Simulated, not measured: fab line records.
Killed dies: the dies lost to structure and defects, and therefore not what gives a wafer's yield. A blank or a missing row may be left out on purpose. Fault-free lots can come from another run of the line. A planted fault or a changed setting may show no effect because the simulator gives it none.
Which tool was responsible? / flow berkeley_cmos170 / 24 lots with 72 wafers sampled at 6 steps, on a route of 331 steps

== WHAT THE GAUGES SHOWED, per wafer ==
UCB170_START_THK_MEAS_03.
lot=L074; measured=day 1 13:57; on=film_metro-01; START_OXIDE_THK (nm)=19.9 19.9 19.6
lot=L075; measured=day 1 19:25; on=film_metro-01; START_OXIDE_THK (nm)=20.5 20.4 20.3
lot=L076; measured=day 2 01:16; on=film_metro-02; START_OXIDE_THK (nm)=20.3 20.6 20.7
lot=L077; measured=day 2 06:02; on=film_metro-02; START_OXIDE_THK (nm)=19.9 19.8 19.6
lot=L078; measured=day 2 12:32; on=film_metro-03; START_OXIDE_THK (nm)=19.8 20.0 20.3
lot=L079; measured=day 2 15:17; on=film_metro-01; START_OXIDE_THK (nm)=20.4 20.0 20.1
lot=L080; measured=day 2 20:26; on=film_metro-03; START_OXIDE_THK (nm)=19.9 19.8 19.8
lot=L081; measured=day 2 23:12; on=film_metro-01; START_OXIDE_THK (nm)=20.2 19.9 19.9
lot=L082; measured=day 3 08:01; on=film_metro-01; START_OXIDE_THK (nm)=20.9 20.9 20.6
lot=L083; measured=day 3 12:34; on=film_metro-02; START_OXIDE_THK (nm)=20.2 19.7 19.7
lot=L084; measured=day 3 16:35; on=film_metro-01; START_OXIDE_THK (nm)=20.4 20.5 20.5
lot=L085; measured=day 3 23:41; on=film_metro-03; START_OXIDE_THK (nm)=19.7 19.5 19.9
lot=L086; measured=day 3 23:41; on=film_metro-02; START_OXIDE_THK (nm)=20.0 19.9 19.8
lot=L087; measured=day 4 07:55; on=film_metro-02; START_OXIDE_THK (nm)=20.0 19.9 20.3
lot=L088; measured=day 4 12:55; on=film_metro-03; START_OXIDE_THK (nm)=19.9 20.3 20.0
lot=L089; measured=day 4 19:21; on=film_metro-01; START_OXIDE_THK (nm)=20.4 20.3 20.1
lot=L090; measured=day 4 22:09; on=film_metro-01; START_OXIDE_THK (nm)=19.7 19.8 19.2
lot=L091; measured=day 5 02:23; on=film_metro-03; START_OXIDE_THK (nm)=19.0 19.3 19.5
lot=L092; measured=day 5 08:02; on=film_metro-02; START_OXIDE_THK (nm)=19.6 19.8 19.4
lot=L093; measured=day 5 12:38; on=film_metro-03; START_OXIDE_THK (nm)=20.4 20.4 20.3
lot=L094; measured=day 5 18:44; on=film_metro-01; START_OXIDE_THK (nm)=20.0 19.9 19.8
lot=L095; measured=day 5 23:40; on=film_metro-02; START_OXIDE_THK (nm)=20.1 20.4 20.3
lot=L096; measured=day 6 04:57; on=film_metro-02; START_OXIDE_THK (nm)=20.1 20.3 19.9
lot=L097; measured=day 6 10:45; on=film_metro-01; START_OXIDE_THK (nm)=20.1 20.0 20.6

UCB170_ACTIVE_CD_MEAS_13: the cd target is 1200 nm.
lot=L074; measured=day 4 09:01; on=cd_sem-02; cd_nm (nm)=1199.7 1199.7 1200.2
lot=L075; measured=day 4 12:02; on=cd_sem-02; cd_nm (nm)=1201.9 1199.8 1199.4
lot=L076; measured=day 4 12:34; on=cd_sem-01; cd_nm (nm)=1204.4 1205.4 1203.9
lot=L077; measured=day 4 23:33; on=cd_sem-02; cd_nm (nm)=1202.0 1202.3 1202.9
lot=L078; measured=day 5 06:15; on=cd_sem-01; cd_nm (nm)=1199.2 1200.2 1199.0
lot=L079; measured=day 5 06:13; on=cd_sem-02; cd_nm (nm)=1201.4 1201.6 1199.9
lot=L080; measured=day 5 10:28; on=cd_sem-01; cd_nm (nm)=1200.8 1201.2 1200.1
lot=L081; measured=day 5 10:11; on=cd_sem-01; cd_nm (nm)=1200.5 1200.5 1200.8
lot=L082; measured=day 6 02:32; on=cd_sem-02; cd_nm (nm)=1201.0 1202.3 1201.0
lot=L083; measured=day 6 12:10; on=cd_sem-02; cd_nm (nm)=1200.7 1200.8 1201.5
lot=L084; measured=day 6 11:33; on=cd_sem-01; cd_nm (nm)=1197.7 1196.2 1196.7
lot=L085; measured=day 6 11:56; on=cd_sem-02; cd_nm (nm)=1200.1 1198.9 1201.0
lot=L086; measured=day 6 12:07; on=cd_sem-01; cd_nm (nm)=1200.9 1199.7 1198.7
lot=L087; measured=day 6 23:09; on=cd_sem-01; cd_nm (nm)=1201.5 1200.6 1199.4
lot=L088; measured=day 7 06:40; on=cd_sem-02; cd_nm (nm)=1198.8 1200.1 1199.5
lot=L089; measured=day 7 06:09; on=cd_sem-01; cd_nm (nm)=1200.6 1200.7 1199.9
lot=L090; measured=day 7 16:51; on=cd_sem-02; cd_nm (nm)=1203.1 1202.8 1203.7
lot=L091; measured=day 7 17:08; on=cd_sem-01; cd_nm (nm)=1198.6 1199.4 1199.3
lot=L092; measured=day 8 00:11; on=cd_sem-02; cd_nm (nm)=1200.6 1200.3 1201.0
lot=L093; measured=day 8 00:25; on=cd_sem-02; cd_nm (nm)=1200.3 1200.7 1201.1
lot=L094; measured=day 8 12:14; on=cd_sem-02; cd_nm (nm)=1202.2 1201.8 1201.9
lot=L095; measured=day 8 12:05; on=cd_sem-01; cd_nm (nm)=1201.0 1200.8 1199.0
lot=L096; measured=day 8 12:00; on=cd_sem-02; cd_nm (nm)=1200.5 1200.2 1201.0
lot=L097; measured=day 9 01:26; on=cd_sem-02; cd_nm (nm)=1201.5 1200.5 1202.4

UCB170_PFIELD_OVL_MEAS_06.
lot=L074; measured=day 4 11:20; on=overlay-02; PFIELD_OVL (nm)=-10 -11 -6
lot=L075; measured=day 4 13:47; on=overlay-01; PFIELD_OVL (nm)=4 8 1
lot=L076; measured=day 4 14:13; on=overlay-01; PFIELD_OVL (nm)=-8 3 -5
lot=L077; measured=day 5 01:20; on=overlay-01; PFIELD_OVL (nm)=0 5 11
lot=L078; measured=day 5 08:58; on=overlay-01; PFIELD_OVL (nm)=3 1 -1
lot=L079; measured=day 5 08:51; on=overlay-02; PFIELD_OVL (nm)=0 7 9
lot=L080; measured=day 5 13:17; on=overlay-01; PFIELD_OVL (nm)=13 0 9
lot=L081; measured=day 5 13:00; on=overlay-02; PFIELD_OVL (nm)=4 5 -7
lot=L082; measured=day 6 04:36; on=overlay-01; PFIELD_OVL (nm)=6 10 -2
lot=L083; measured=day 6 14:42; on=overlay-02; PFIELD_OVL (nm)=-5 9 8
lot=L084; measured=day 6 13:22; on=overlay-01; PFIELD_OVL (nm)=-5 8 -5
lot=L085; measured=day 6 14:55; on=overlay-02; PFIELD_OVL (nm)=5 3 -3
lot=L086; measured=day 6 14:22; on=overlay-01; PFIELD_OVL (nm)=-5 -11 -6
lot=L087; measured=day 7 02:45; on=overlay-02; PFIELD_OVL (nm)=0 9 1
lot=L088; measured=day 7 08:14; on=overlay-01; PFIELD_OVL (nm)=7 -4 6
lot=L089; measured=day 7 07:58; on=overlay-01; PFIELD_OVL (nm)=3 -2 -6
lot=L090; measured=day 7 19:47; on=overlay-02; PFIELD_OVL (nm)=3 1 -2
lot=L091; measured=day 7 20:04; on=overlay-01; PFIELD_OVL (nm)=-3 1 5
lot=L092; measured=day 8 02:01; on=overlay-01; PFIELD_OVL (nm)=-1 -6 -7
lot=L093; measured=day 8 02:07; on=overlay-02; PFIELD_OVL (nm)=-3 4 -2
lot=L094; measured=day 8 15:28; on=overlay-01; PFIELD_OVL (nm)=-2 -12 -1
lot=L095; measured=day 8 15:33; on=overlay-02; PFIELD_OVL (nm)=-6 -14 -10
lot=L096; measured=day 8 15:44; on=overlay-01; PFIELD_OVL (nm)=-2 -2 -1
lot=L097; measured=day 9 03:26; on=overlay-02; PFIELD_OVL (nm)=2 8 3

UCB170_GATE_THK_MEAS_05.
lot=L074; measured=day 6 04:50; on=film_metro-01; GATE_POLY_THK (nm)=211.0 211.4 211.1
lot=L075; measured=day 6 04:50; on=film_metro-02; GATE_POLY_THK (nm)=214.0 213.8 212.9
lot=L076; measured=day 6 04:50; on=film_metro-04; GATE_POLY_THK (nm)=217.3 216.4 214.5
lot=L077; measured=day 6 13:38; on=film_metro-02; GATE_POLY_THK (nm)=214.9 215.8 215.1
lot=L078; measured=day 6 22:41; on=film_metro-04; GATE_POLY_THK (nm)=210.4 211.8 211.8
lot=L079; measured=day 6 22:41; on=film_metro-02; GATE_POLY_THK (nm)=214.5 215.5 214.5
lot=L080; measured=day 7 05:53; on=film_metro-04; GATE_POLY_THK (nm)=213.6 212.6 212.8
lot=L081; measured=day 7 05:52; on=film_metro-02; GATE_POLY_THK (nm)=216.9 216.1 216.4
lot=L082; measured=day 7 23:22; on=film_metro-01; GATE_POLY_THK (nm)=218.8 216.5 217.9
lot=L083; measured=day 8 04:10; on=film_metro-01; GATE_POLY_THK (nm)=217.3 217.0 217.8
lot=L084; measured=day 8 04:13; on=film_metro-04; GATE_POLY_THK (nm)=213.1 214.1 213.8
lot=L085; measured=day 8 04:10; on=film_metro-04; GATE_POLY_THK (nm)=213.0 214.9 213.1
lot=L086; measured=day 8 04:10; on=film_metro-02; GATE_POLY_THK (nm)=216.2 217.9 218.1
lot=L087; measured=day 8 22:38; on=film_metro-04; GATE_POLY_THK (nm)=213.2 212.7 213.2
lot=L088; measured=day 9 05:35; on=film_metro-01; GATE_POLY_THK (nm)=214.9 214.5 213.5
lot=L089; measured=day 9 05:35; on=film_metro-02; GATE_POLY_THK (nm)=212.8 213.2 213.3
lot=L090; measured=day 9 14:08; on=film_metro-01; GATE_POLY_THK (nm)=215.8 215.9 215.9
lot=L091; measured=day 9 14:08; on=film_metro-04; GATE_POLY_THK (nm)=215.7 218.1 216.1
lot=L092; measured=day 9 18:38; on=film_metro-02; GATE_POLY_THK (nm)=212.0 211.9 211.6
lot=L093; measured=day 9 18:38; on=film_metro-01; GATE_POLY_THK (nm)=209.7 209.4 212.5
lot=L094; measured=day 10 10:34; on=film_metro-02; GATE_POLY_THK (nm)=215.7 215.1 215.2
lot=L095; measured=day 10 10:34; on=film_metro-01; GATE_POLY_THK (nm)=215.0 214.0 214.4
lot=L096; measured=day 10 10:34; on=film_metro-04; GATE_POLY_THK (nm)=214.2 215.7 213.1
lot=L097; measured=day 10 17:12; on=film_metro-04; GATE_POLY_THK (nm)=214.3 213.3 213.7

UCB170_V1_CD_MEAS_12: the cd target is 700 nm.
lot=L074; measured=day 7 11:17; on=cd_sem-01; cd_nm (nm)=700.9 700.5 701.2
lot=L075; measured=day 7 12:04; on=cd_sem-02; cd_nm (nm)=698.8 699.2 697.6
lot=L076; measured=day 7 11:47; on=cd_sem-01; cd_nm (nm)=697.4 697.0 697.1
lot=L077; measured=day 7 20:20; on=cd_sem-02; cd_nm (nm)=701.6 701.4 700.1
lot=L078; measured=day 8 05:48; on=cd_sem-01; cd_nm (nm)=698.7 698.3 699.6
lot=L079; measured=day 8 06:07; on=cd_sem-02; cd_nm (nm)=698.3 699.1 700.1
lot=L080; measured=day 8 15:03; on=cd_sem-01; cd_nm (nm)=698.4 700.1 697.8
lot=L081; measured=day 8 14:59; on=cd_sem-02; cd_nm (nm)=696.1 697.3 696.7
lot=L082; measured=day 9 03:24; on=cd_sem-01; cd_nm (nm)=699.3 698.2 697.9
lot=L083; measured=day 9 09:49; on=cd_sem-01; cd_nm (nm)=699.4 699.8 699.4
lot=L084; measured=day 9 09:12; on=cd_sem-02; cd_nm (nm)=699.2 698.5 697.1
lot=L085; measured=day 9 09:35; on=cd_sem-01; cd_nm (nm)=698.1 699.9 697.9
lot=L086; measured=day 9 06:43; on=cd_sem-01; cd_nm (nm)=700.2 700.8 699.7
lot=L087; measured=day 10 08:25; on=cd_sem-01; cd_nm (nm)=699.5 701.0 701.7
lot=L088; measured=day 10 13:12; on=cd_sem-02; cd_nm (nm)=699.1 698.6 699.1
lot=L089; measured=day 10 08:43; on=cd_sem-01; cd_nm (nm)=699.6 699.8 698.9
lot=L090; measured=day 10 18:21; on=cd_sem-02; cd_nm (nm)=701.2 699.5 701.3
lot=L091; measured=day 10 18:54; on=cd_sem-01; cd_nm (nm)=697.2 698.5 698.2
lot=L092; measured=day 10 23:56; on=cd_sem-02; cd_nm (nm)=699.7 699.5 699.7
lot=L093; measured=day 11 00:07; on=cd_sem-02; cd_nm (nm)=699.7 699.4 698.9
lot=L094; measured=day 11 19:40; on=cd_sem-01; cd_nm (nm)=698.3 698.3 698.0
lot=L095; measured=day 11 19:22; on=cd_sem-02; cd_nm (nm)=699.0 699.4 700.5
lot=L096; measured=day 11 19:23; on=cd_sem-01; cd_nm (nm)=700.5 700.7 701.0
lot=L097; measured=day 11 23:53; on=cd_sem-01; cd_nm (nm)=701.9 700.3 701.0

== TOOL THAT RAN EACH LOT (tool first, then ch and the chambers of the sampled wafers, then the start) ==
lot=L074; UCB170_NVT_STRIP_08=plasma_asher-04 ch 0,1, day 5 14:22
lot=L075; UCB170_NVT_STRIP_08=plasma_asher-03 ch 0,1, day 5 14:25
lot=L076; UCB170_NVT_STRIP_08=plasma_asher-04 ch 0,1, day 5 14:41
lot=L077; UCB170_NVT_STRIP_08=plasma_asher-03 ch 0,1, day 6 02:59
lot=L078; UCB170_NVT_STRIP_08=plasma_asher-02 ch 0,1, day 6 11:49
lot=L079; UCB170_NVT_STRIP_08=plasma_asher-03 ch 0, day 6 11:59
lot=L080; UCB170_NVT_STRIP_08=plasma_asher-04 ch 0,1, day 6 17:46
lot=L081; UCB170_NVT_STRIP_08=plasma_asher-03 ch 0,1, day 6 17:53
lot=L082; UCB170_NVT_STRIP_08=plasma_asher-04 ch 0,1, day 7 09:41
lot=L083; UCB170_NVT_STRIP_08=plasma_asher-04 ch 0,1, day 7 15:55
lot=L084; UCB170_NVT_STRIP_08=plasma_asher-02 ch 0,1, day 7 16:25
lot=L085; UCB170_NVT_STRIP_08=plasma_asher-04 ch 0,1, day 7 16:22
lot=L086; UCB170_NVT_STRIP_08=plasma_asher-02 ch 0,1, day 7 16:08
lot=L087; UCB170_NVT_STRIP_08=plasma_asher-04 ch 0,1, day 8 10:29
lot=L088; UCB170_NVT_STRIP_08=plasma_asher-02 ch 0,1, day 8 16:11
lot=L089; UCB170_NVT_STRIP_08=plasma_asher-04 ch 0,1, day 8 15:55
lot=L090; UCB170_NVT_STRIP_08=plasma_asher-03 ch 0,1, day 8 22:32
lot=L091; UCB170_NVT_STRIP_08=plasma_asher-02 ch 0,1, day 8 22:31
lot=L092; UCB170_NVT_STRIP_08=plasma_asher-04 ch 0,1, day 9 04:40
lot=L093; UCB170_NVT_STRIP_08=plasma_asher-02 ch 0,1, day 9 04:54
lot=L094; UCB170_NVT_STRIP_08=plasma_asher-04 ch 0,1, day 9 20:16
lot=L095; UCB170_NVT_STRIP_08=plasma_asher-03 ch 0,1, day 9 20:22
lot=L096; UCB170_NVT_STRIP_08=plasma_asher-02 ch 0,1, day 9 20:30
lot=L097; UCB170_NVT_STRIP_08=plasma_asher-03 ch 0,1, day 10 02:55
- UCB170_NVT_STRIP_08: strips in O2.

== WHAT THE TOOLS THEMSELVES READ (means of the sampled wafers that have a number; where no wafer has one, the mark that the record gives instead) ==
UCB170_NVT_STRIP_08.
lot=L074; tool=plasma_asher-04; drypump_motor_current_A (A)=5.84; oes_product_au (a.u.)=0.732; strip_time_to_endpoint_s (s)=21.78
lot=L075; tool=plasma_asher-03; drypump_motor_current_A (A)=5.61; oes_product_au (a.u.)=0.733; strip_time_to_endpoint_s (s)=21.83
lot=L076; tool=plasma_asher-04; drypump_motor_current_A (A)=5.89; oes_product_au (a.u.)=0.734; strip_time_to_endpoint_s (s)=21.65
lot=L077; tool=plasma_asher-03; drypump_motor_current_A (A)=5.72; oes_product_au (a.u.)=0.732; strip_time_to_endpoint_s (s)=21.67
lot=L078; tool=plasma_asher-02; drypump_motor_current_A (A)=5.67; oes_product_au (a.u.)=0.738; strip_time_to_endpoint_s (s)=21.65
lot=L079; tool=plasma_asher-03; drypump_motor_current_A (A)=5.84; oes_product_au (a.u.)=0.737; strip_time_to_endpoint_s (s)=21.63
lot=L080; tool=plasma_asher-04; drypump_motor_current_A (A)=5.90; oes_product_au (a.u.)=0.732; strip_time_to_endpoint_s (s)=21.73
lot=L081; tool=plasma_asher-03; drypump_motor_current_A (A)=5.70; oes_product_au (a.u.)=0.737; strip_time_to_endpoint_s (s)=21.63
lot=L082; tool=plasma_asher-04; drypump_motor_current_A (A)=5.82; oes_product_au (a.u.)=0.735; strip_time_to_endpoint_s (s)=21.67
lot=L083; tool=plasma_asher-04; drypump_motor_current_A (A)=5.90; oes_product_au (a.u.)=0.734; strip_time_to_endpoint_s (s)=21.57
lot=L084; tool=plasma_asher-02; drypump_motor_current_A (A)=5.74; oes_product_au (a.u.)=0.733; strip_time_to_endpoint_s (s)=21.63
lot=L085; tool=plasma_asher-04; drypump_motor_current_A (A)=5.88; oes_product_au (a.u.)=0.733; strip_time_to_endpoint_s (s)=21.67
lot=L086; tool=plasma_asher-02; drypump_motor_current_A (A)=5.74; oes_product_au (a.u.)=0.732; strip_time_to_endpoint_s (s)=21.57
lot=L087; tool=plasma_asher-04; drypump_motor_current_A (A)=5.87; oes_product_au (a.u.)=0.736; strip_time_to_endpoint_s (s)=21.70
lot=L088; tool=plasma_asher-02; drypump_motor_current_A (A)=5.75; oes_product_au (a.u.)=0.740; strip_time_to_endpoint_s (s)=21.61
lot=L089; tool=plasma_asher-04; drypump_motor_current_A (A)=5.91; oes_product_au (a.u.)=0.735; strip_time_to_endpoint_s (s)=21.55
lot=L090; tool=plasma_asher-03; drypump_motor_current_A (A)=5.73; oes_product_au (a.u.)=0.733; strip_time_to_endpoint_s (s)=21.60
lot=L091; tool=plasma_asher-02; drypump_motor_current_A (A)=5.71; oes_product_au (a.u.)=0.730; strip_time_to_endpoint_s (s)=21.69
lot=L092; tool=plasma_asher-04; drypump_motor_current_A (A)=5.82; oes_product_au (a.u.)=0.734; strip_time_to_endpoint_s (s)=21.67
lot=L093; tool=plasma_asher-02; drypump_motor_current_A (A)=5.67; oes_product_au (a.u.)=0.733; strip_time_to_endpoint_s (s)=21.69
lot=L094; tool=plasma_asher-04; drypump_motor_current_A (A)=5.80; oes_product_au (a.u.)=0.736; strip_time_to_endpoint_s (s)=21.62
lot=L095; tool=plasma_asher-03; drypump_motor_current_A (A)=5.60; oes_product_au (a.u.)=0.734; strip_time_to_endpoint_s (s)=21.69
lot=L096; tool=plasma_asher-02; drypump_motor_current_A (A)=5.73; oes_product_au (a.u.)=0.735; strip_time_to_endpoint_s (s)=21.67
lot=L097; tool=plasma_asher-03; drypump_motor_current_A (A)=5.71; oes_product_au (a.u.)=0.739; strip_time_to_endpoint_s (s)=21.62

== THE ANSWER, worked out from the rows above alone ==
Rule: what is usual is taken from the lots themselves. Put in order of their means at a reading, lots are off if they are a third of the lots or fewer, leave a main group of 4 or more, and stand apart from it by a gap of 3 or more times the standard deviation of the main group's means; of several such gaps the widest counts. If all means in a main group match to the digits the tables above print for the reading, that group is not used. A lot without any number at a reading at which 4 lots or more have one is off too. The other lots that the step has rows for count as sound. The gauges are gone through in route order, then the tools' own readings, and for those a lot's mean is taken as printed above. At the first step where some lot is off, the reading lying furthest off is the one used; lots without a number count as furthest.
None of the lots is off at any reading shown; this tells nothing.

== WHAT THE SIMULATOR PUT IN ==
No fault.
